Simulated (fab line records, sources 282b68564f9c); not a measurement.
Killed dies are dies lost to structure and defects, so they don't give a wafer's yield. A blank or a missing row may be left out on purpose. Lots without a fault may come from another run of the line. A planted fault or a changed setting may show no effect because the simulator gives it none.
Which tool did it? | flow rit_cmos | 14 lots, 42 wafers sampled, at 5 steps of a route of 202

WHAT THE GAUGES READ, wafer by wafer
RIT_ACTIVE_CD_MEAS_90: target cd 1400 nm.
lot  | measured    | on        | cd_nm (nm)
L744 | day 1 15:44 | cd_sem-01 | 1401.0 1401.9 1399.8
L746 | day 2 01:28 | cd_sem-02 | 1400.3 1399.4 1399.4
L747 | day 2 06:15 | cd_sem-02 | 1396.8 1397.8 1400.0
L750 | day 2 23:48 | cd_sem-02 | 1400.9 1400.0 1402.9
L751 | day 3 03:05 | cd_sem-02 | 1398.7 1402.0 1401.2
L752 | day 3 07:19 | cd_sem-01 | 1404.6 1402.8 1403.3
L753 | day 3 12:08 | cd_sem-02 | 1400.0 1401.8 1401.3
L754 | day 3 17:04 | cd_sem-02 | 1396.3 1397.7 1399.0
L755 | day 3 22:10 | cd_sem-01 | 1403.3 1400.7 1401.0
L756 | day 4 03:01 | cd_sem-02 | 1401.3 1399.2 1398.6
L762 | day 5 10:36 | cd_sem-02 | 1394.8 1398.6 1396.1
L764 | day 5 21:14 | cd_sem-01 | 1394.8 1397.1 1395.9
L766 | day 6 15:13 | cd_sem-01 | 1400.2 1400.6 1400.2
L767 | day 6 15:28 | cd_sem-02 | 1399.4 1399.0 1399.5

RIT_WELLDRIVE_RS_MEAS_02: measures by four-point-probe.
lot  | measured    | on            | PWELL_RS (ohm/sq)
L744 | day 2 05:57 | film_metro-04 | 429.6 430.9 429.9
L746 | day 2 16:13 | film_metro-02 | 427.8 427.4 428.9
L747 | day 2 21:10 | film_metro-04 | 430.9 432.3 430.8
L750 | day 3 14:33 | film_metro-03 | 428.4 428.0 428.7
L751 | day 3 15:51 | film_metro-02 | 430.7 430.4 429.7
L752 | day 3 21:28 | film_metro-03 | 428.4 428.6 430.1
L753 | day 4 02:47 | film_metro-03 | 429.5 429.3 428.6
L754 | day 4 06:00 | film_metro-02 | 426.6 428.3 428.9
L755 | day 4 13:30 | film_metro-02 | 428.5 428.1 429.4
L756 | day 4 23:40 | film_metro-04 | 430.2 431.0 430.4
L762 | day 6 09:22 | film_metro-04 | 405.0 406.0 405.0
L764 | day 7 03:14 | film_metro-02 | 404.0 404.9 404.4
L766 | day 7 15:37 | film_metro-03 | 427.8 428.9 428.8
L767 | day 7 15:37 | film_metro-02 | 427.6 427.5 427.7

RIT_GATE_THK_MEAS_07.
lot  | measured    | on            | GATE_OXIDE_THK (nm)
L744 | day 2 11:28 | film_metro-04 | 3.04 3.05 3.06
L746 | day 2 23:41 | film_metro-04 | 2.98 2.94 3.01
L747 | day 3 03:41 | film_metro-04 | 3.12 3.05 3.12
L750 | day 3 21:35 | film_metro-01 | 3.08 2.99 3.02
L751 | day 3 22:03 | film_metro-03 | 2.91 2.97 2.88
L752 | day 4 05:44 | film_metro-01 | 3.18 3.15 3.17
L753 | day 4 13:40 | film_metro-01 | 3.09 3.03 3.04
L754 | day 4 16:11 | film_metro-01 | 3.04 2.98 3.03
L755 | day 4 20:35 | film_metro-01 | 2.98 2.97 2.90
L756 | day 5 09:12 | film_metro-01 | 2.87 2.96 2.99
L762 | day 6 23:32 | film_metro-04 | 3.02 3.08 3.05
L764 | day 7 11:04 | film_metro-03 | 3.14 3.14 3.17
L766 | day 8 00:34 | film_metro-03 | 3.04 3.01 3.03
L767 | day 8 00:34 | film_metro-04 | 3.00 3.06 3.06

WHICH TOOL RAN EACH LOT (tool, then ch and the chambers of the sampled wafers, then the start)
lot  | RIT_ACTIVE_STRIP_14                 | RIT_PWELL_IMPLANT_08
L744 | plasma_asher-01 ch 0,1, day 1 15:34 | implanter-01 ch 0, day 2 00:18
L746 | plasma_asher-02 ch 1, day 2 01:16   | implanter-04 ch 0, day 2 09:38
L747 | plasma_asher-01 ch 1, day 2 06:04   | implanter-01 ch 0, day 2 15:15
L750 | plasma_asher-02 ch 0,1, day 2 23:38 | implanter-01 ch 0, day 3 07:41
L751 | plasma_asher-04 ch 0,1, day 3 02:55 | implanter-01 ch 0, day 3 10:16
L752 | plasma_asher-02 ch 0,1, day 3 07:08 | implanter-01 ch 0, day 3 15:53
L753 | plasma_asher-01 ch 1, day 3 11:58   | implanter-01 ch 0, day 3 21:05
L754 | plasma_asher-04 ch 0,1, day 3 16:54 | implanter-01 ch 0, day 4 00:26
L755 | plasma_asher-04 ch 1, day 3 21:58   | implanter-01 ch 0, day 4 05:25
L756 | plasma_asher-04 ch 0,1, day 4 02:50 | implanter-04 ch 0, day 4 17:32
L762 | plasma_asher-02 ch 0,1, day 5 10:25 | implanter-04 ch 0, day 5 23:17
L764 | plasma_asher-01 ch 0,1, day 5 21:02 | implanter-04 ch 0, day 6 17:22
L766 | plasma_asher-01 ch 0,1, day 6 15:03 | implanter-03 ch 0, day 7 08:17
L767 | plasma_asher-04 ch 0,1, day 6 15:17 | implanter-03 ch 0, day 7 08:46
- RIT_ACTIVE_STRIP_14: strips in O2, time 180 s.
- RIT_PWELL_IMPLANT_08

WHAT THE TOOLS THEMSELVES READ (means of the sampled wafers that have a number; where no wafer has one, the mark that the record gives instead)
RIT_ACTIVE_STRIP_14.
lot  | tool            | drypump_motor_current_A (A)
L744 | plasma_asher-01 | 5.57
L746 | plasma_asher-02 | 5.48
L747 | plasma_asher-01 | 5.84
L750 | plasma_asher-02 | 5.61
L751 | plasma_asher-04 | 5.64
L752 | plasma_asher-02 | 5.74
L753 | plasma_asher-01 | 5.82
L754 | plasma_asher-04 | 5.52
L755 | plasma_asher-04 | 5.40
L756 | plasma_asher-04 | 5.66
L762 | plasma_asher-02 | 5.60
L764 | plasma_asher-01 | 5.69
L766 | plasma_asher-01 | 5.56
L767 | plasma_asher-04 | 5.52

RIT_PWELL_IMPLANT_08.
lot  | tool         | dose_ions_cm2 | faraday_current_uA
L744 | implanter-01 | 7e+13         | 219
L746 | implanter-04 | 7e+13         | 220
L747 | implanter-01 | 7e+13         | 221
L750 | implanter-01 | 7e+13         | 220
L751 | implanter-01 | 7e+13         | 217
L752 | implanter-01 | 7e+13         | 229
L753 | implanter-01 | 7e+13         | 223
L754 | implanter-01 | 7e+13         | 222
L755 | implanter-01 | 7e+13         | 220
L756 | implanter-04 | 7e+13         | 220
L762 | implanter-04 | 8e+13         | 238
L764 | implanter-04 | 8e+13         | 245
L766 | implanter-03 | 7e+13         | 218
L767 | implanter-03 | 7e+13         | 225

THE ANSWER, worked out from the rows above alone
Rule: what is usual is taken from the lots themselves. Put in order of their means at a reading, lots are off if they are a third of the lots or fewer, leave a main group of 4 or more, and stand apart from it by a gap of 3 or more times the standard deviation of the main group's means; of several such gaps the widest counts. A main group whose means are all the same, to the digits that the tables above print for the reading, isn't used. A lot without any number at a reading at which 4 lots or more have one is off too. The other lots that the step has rows for count as sound. The gauges are gone through in route order, then the tools' own readings, and for those a lot's mean is taken as printed above. The first step at which some lot is off is used, and at that step the reading that is off furthest; a lot without a number counts as furthest.
Off: L762, L764, at RIT_WELLDRIVE_RS_MEAS_02 (PWELL_RS). The main group: mean 429.1 ohm/sq, standard deviation 1.1.
A tool fits if, at a process step before that reading, it ran every lot that is off, and no sound lot after the first of them. The gauges at RIT_WELLDRIVE_RS_MEAS_02 are tried like those tools. One fits: implanter-04 at RIT_PWELL_IMPLANT_08. Its last sound lot is L756 (day 4 17:32), its first lot that is off L762 (day 5 23:17): a fault that began between those two fits.
The tool's own readings at RIT_PWELL_IMPLANT_08 bear it out: on the lots that are off they differ by more than 5 times the standard deviation of the sound lots' means. dose_ions_cm2 reads 8e+13 there against 7e+13 on the sound lots; faraday_current_uA reads 242 there against 221 on the sound lots.

WHAT THE SIMULATOR HAD PUT IN
Process parameter drift: implanter-04, from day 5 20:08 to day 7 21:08, at RIT_PWELL_IMPLANT_08. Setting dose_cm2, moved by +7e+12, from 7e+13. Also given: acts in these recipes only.
Lots struck among those shown: L762, L764. The rule above found the same.
